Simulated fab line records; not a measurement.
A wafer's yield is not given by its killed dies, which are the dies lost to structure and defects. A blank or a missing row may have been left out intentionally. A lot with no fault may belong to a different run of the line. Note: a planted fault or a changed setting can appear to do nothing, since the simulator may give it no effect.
Split-lot experiment + flow berkeley-cmos170 + 5 lots, 23 wafers read, on a route of 331 steps

## SPLIT DETAILS
At UCB170_NSD_IMPLANT_08, the setting dose-cm2 was moved away from the recipe's 3e+15 on 9 of the 23 wafers read, by -3.5% to +6.3%. The other wafers ran this setting at the recipe's value.

## FROM THE SPLIT TO THE READING: what the file shows between them, 3 steps
- UCB170_NSD_STRIP_09: strips in O2
- UCB170_NSD_CLEAN_11: cleans in SPM, time 600 s
- UCB170_SDANNEAL_RTA_01: time 5 s

## THE READING
NSD_RS, in ohm/sq, at UCB170_SDANNEAL_RS_MEAS_03 (measures by four-point-probe). A value of 37.29 ohm/sq with a standard deviation of 0.085 ohm/sq is what fault-free wafers of this fab line usually give.

| wafer  | tool, chamber at the split | dose-cm2 as run | against the recipe | NSD_RS, ohm/sq | against lot-mates on the recipe |
|--------|----------------------------|-----------------|--------------------|----------------|---------------------------------|
| L076.1 | implanter-02, 0            | 3.19e+15        | +6.3%              | 36.33          | -1.03                           |
| L076.2 | implanter-02, 0            | 3e+15           | recipe             | 37.33          | -                               |
| L076.4 | implanter-02, 0            | 3e+15           | recipe             | 37.37          | -                               |
| L076.5 | implanter-02, 0            | 3.19e+15        | +6.3%              | 36.33          | -1.03                           |
| L076.6 | implanter-02, 0            | 3e+15           | recipe             | 37.37          | -                               |
| L075.1 | implanter-04, 0            | 3e+15           | recipe             | 37.44          | -                               |
| L075.3 | implanter-04, 0            | 3e+15           | recipe             | 37.34          | -                               |
| L075.4 | implanter-04, 0            | 3e+15           | recipe             | 37.32          | -                               |
| L079.1 | implanter-02, 0            | 2.895e+15       | -3.5%              | 37.90          | +0.70                           |
| L079.2 | implanter-02, 0            | 3e+15           | recipe             | 37.24          | -                               |
| L079.4 | implanter-02, 0            | 3e+15           | recipe             | 37.15          | -                               |
| L079.5 | implanter-02, 0            | 3e+15           | recipe             | 37.22          | -                               |
| L079.6 | implanter-02, 0            | 2.895e+15       | -3.5%              | 37.93          | +0.73                           |
| L083.1 | implanter-04, 0            | 3.08e+15        | +2.7%              | 36.73          | -0.55                           |
| L083.2 | implanter-04, 0            | 3e+15           | recipe             | 37.33          | -                               |
| L083.3 | implanter-04, 0            | 3e+15           | recipe             | 37.24          | -                               |
| L083.4 | implanter-04, 0            | 3.08e+15        | +2.7%              | 36.76          | -0.52                           |
| L083.5 | implanter-04, 0            | 3e+15           | recipe             | 37.27          | -                               |
| L084.2 | implanter-02, 0            | 3.129e+15       | +4.3%              | 36.65          | -0.70                           |
| L084.3 | implanter-02, 0            | 3.129e+15       | +4.3%              | 36.72          | -0.62                           |
| L084.4 | implanter-02, 0            | 3e+15           | recipe             | 37.41          | -                               |
| L084.5 | implanter-02, 0            | 3.129e+15       | +4.3%              | 36.53          | -0.81                           |
| L084.6 | implanter-02, 0            | 3e+15           | recipe             | 37.28          | -                               |

FIT RESULTS
A straight line over all 23 wafers: NSD_RS changes by -0.162 ohm/sq for each +1% of dose-cm2; r = -0.98; the points scatter about the line by 0.083 ohm/sq.
The same after taking each lot's own level away (the mean of its wafers on the recipe; 23 wafers): -0.174 ohm/sq for each +1%; r = -0.99; scatter 0.065 ohm/sq.
According to that fit, moving dose-cm2 by its largest amount changes the reading by 1.1 ohm/sq.
The span of the lots' own levels, 37.203 to 37.367 ohm/sq, comes to 1.9 times the standard deviation stated above.
The two slopes agree, so the slope changes little with the lot-to-lot level.
Check: for one of the wafers moved furthest among these (+6.3%), held out of the fit, the line's prediction against its lot-mates is -1.11 ohm/sq. It came out at -1.03 ohm/sq against them.

## OTHER SPLITS APPLIED TO THESE WAFERS
Before the reading, these wafers also passed through other splits. Each is held against what the fit with the lots' levels taken away leaves over:
| other split on the same wafers       | wafers away from the commonest value | r with NSD_RS (lot level and that fit taken away) |
|--------------------------------------|--------------------------------------|---------------------------------------------------|
| UCB170_START_OXIDATION_02 ox-time-s  | 15                                   | -0.16                                             |
| UCB170_NWELL_IMPLANT_14 energy-kev   | 10                                   | -0.16                                             |
| UCB170_PWELL_CVD_05 nh3-flow-sccm    | 15                                   | +0.34                                             |
| UCB170_ACTIVE_OXIDATION_02 ox-time-s | 15                                   | +0.10                                             |
| UCB170_PFIELD_IMPLANT_07 energy-kev  | 10                                   | -0.14                                             |
| UCB170_PVT_IMPLANT_07 dose-cm2       | 6                                    | +0.32                                             |
| UCB170_PLDD_COAT_01 resist-thk-nm    | 10                                   | +0.27                                             |
| UCB170_NLDD_IMPLANT_08 dose-cm2      | 7                                    | -0.02                                             |
| UCB170_NSD_COAT_01 resist-thk-nm     | 11                                   | -0.27                                             |

## THE WHOLE CHAIN: every reading that the file lists as answering this split, in the file's order
| step                       | what it does                 | reading                  | change (the file's fit)                                                                | r (the file's) |
|----------------------------|------------------------------|--------------------------|----------------------------------------------------------------------------------------|----------------|
| UCB170_SDANNEAL_RS_MEAS_03 | measures by four-point-probe | NSD_RS                   | -0.173 for each +1% of the setting                                                     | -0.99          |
| UCB170_NSD_STRIP_09        | strips in O2                 | strip-time-to-endpoint-s | withheld for each +1% of the setting, in a fit together with resist-thk-nm@NSD_COAT_01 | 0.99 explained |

## THE FILE'S OWN FIT
NSD_RS changes by -0.173 ohm/sq for each +1% of dose-cm2, r = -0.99.
